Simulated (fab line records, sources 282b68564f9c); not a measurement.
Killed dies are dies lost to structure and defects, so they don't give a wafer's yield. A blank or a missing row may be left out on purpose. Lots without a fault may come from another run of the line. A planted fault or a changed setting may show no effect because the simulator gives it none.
Problem report in the 8D (eight disciplines) form, filled by code | flow rit_cmos | the parts of the form that need people (team, actions taken, sign-off) are left out

1. THE PROBLEM
M1_AL_RS at RIT_M1_RS_MEAS_01 reads a mean of 0.0482 ohm/sq on 1 wafer of 1 lot; wafers without a fault read 0.0718 ohm/sq with a standard deviation of 0.00056. That is -42 standard deviations from the usual mean.
The step: measures by four-point-probe.
First seen on wafer L347.1, day 4 15:48, on film_metro-02. The record holds 39 wafers of 13 lots with a number at this step. Rule for "out", or "out of limits": more than 4 standard deviations from the usual mean. The other wafers with a number count as sound.

2. WHAT IT IS AND WHAT IT IS NOT
question                    | is               | is not
which readings at this step | M1_AL_RS         | -
which lots                  | L347             | L341, L342, L343, L344, L345, L354, L356, L358, L360, L362, L363, L364
which wafers of those lots  | L347.1           | L347.3, L347.5
read on which gauges        | film_metro-02    | film_metro-03, film_metro-04
when                        | from day 4 15:48 | up to then (17 sound wafers); but 21 sound wafers of L354, L356, L358, L360, L362, L363, L364 came after

3. SUSPECTS, AND WHAT RULES EACH OUT
Counting: a tool at a process step up to the reading stays a suspect if it ran every lot that is out. Sound lots after the first of them don't rule it out here, since some wafers of a struck lot are sound.
- the gauge at RIT_M1_RS_MEAS_01: ruled out. All the wafers that are out were read on film_metro-02, but those of them that RIT_M1_METAL_ETCH_12 has rows for are out there too, on other tools.
- plasma_asher-01 at RIT_PSD_STRIP_09 (strips in O2, time 180 s): kept. It ran the lot that is out, L347 (day 4 11:35).
- rtp_anneal-02 at RIT_SILICIDE_RTA_06 (time 10 s, ramp up 5 s, ramp down 10 s): kept. It ran the lot that is out, L347 (day 4 13:13); its last sound lot up to then is L345 (day 4 02:38).
- pvd_sputter-03 at RIT_M1_SPUTTER_00 (material Al, target thk 400 nm, time 500 s): kept. It ran the lot that is out, L347 (day 4 15:30); its last sound lot up to then is L345 (day 4 05:07).
- Within plasma_asher-01 at RIT_PSD_STRIP_09: the wafers that are out ran in chamber 1; their sound lot-mates ran in chamber 0.
Left after counting: plasma_asher-01 at RIT_PSD_STRIP_09, rtp_anneal-02 at RIT_SILICIDE_RTA_06, pvd_sputter-03 at RIT_M1_SPUTTER_00.

4. THE CAUSE (what the simulator had put in)
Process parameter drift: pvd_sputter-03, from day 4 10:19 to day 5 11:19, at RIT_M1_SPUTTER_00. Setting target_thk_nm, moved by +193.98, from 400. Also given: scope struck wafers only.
Counting left 3 suspects, and this tool is among them.

5. THE CHAIN OF EFFECTS, in route order
Each row: a reading whose mean over the struck wafers that have a number lies more than 3 standard deviations from the usual. Only readings for which the record gives a usual standard deviation are gone through. hours: the time from each lot's start at the first step in this table that gives one to its start at this step, as a median over the lots. sigmas: the change in usual standard deviations.
hours | step                 | reading        | usual         | on struck wafers | change  | sigmas
0     | RIT_M1_RS_MEAS_01    | M1_AL_RS       | 0.0718 ohm/sq | 0.0482           | -0.0236 | -42
0     | RIT_M1_THK_MEAS_02   | M1_AL_THK      | 409 nm        | 606              | +197    | +53
2     | RIT_M1_METAL_ETCH_12 | oes_product_au | 0.790 a.u.    | 0.967            | +0.177  | +10
The process steps in it:
- RIT_M1_METAL_ETCH_12: etches Al in Cl2/BCl3, stops on SiO2, time 165 s, target depth 600 nm.

6. WHAT WOULD HAVE CAUGHT IT SOONER
In this record the first reading out of limits at a measuring or inspecting step was taken at day 4 15:48, 5 hours after the fault began at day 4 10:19.
Of the tool readings at RIT_M1_SPUTTER_00 for which the record gives a usual standard deviation, none was out on any struck wafer, so an alarm limit of 4 standard deviations on them would not have fired.
All the lots that are out (1) had begun RIT_M1_SPUTTER_00 on pvd_sputter-03 by day 4 15:48. A hold on the tool at that time would have spared none of them.
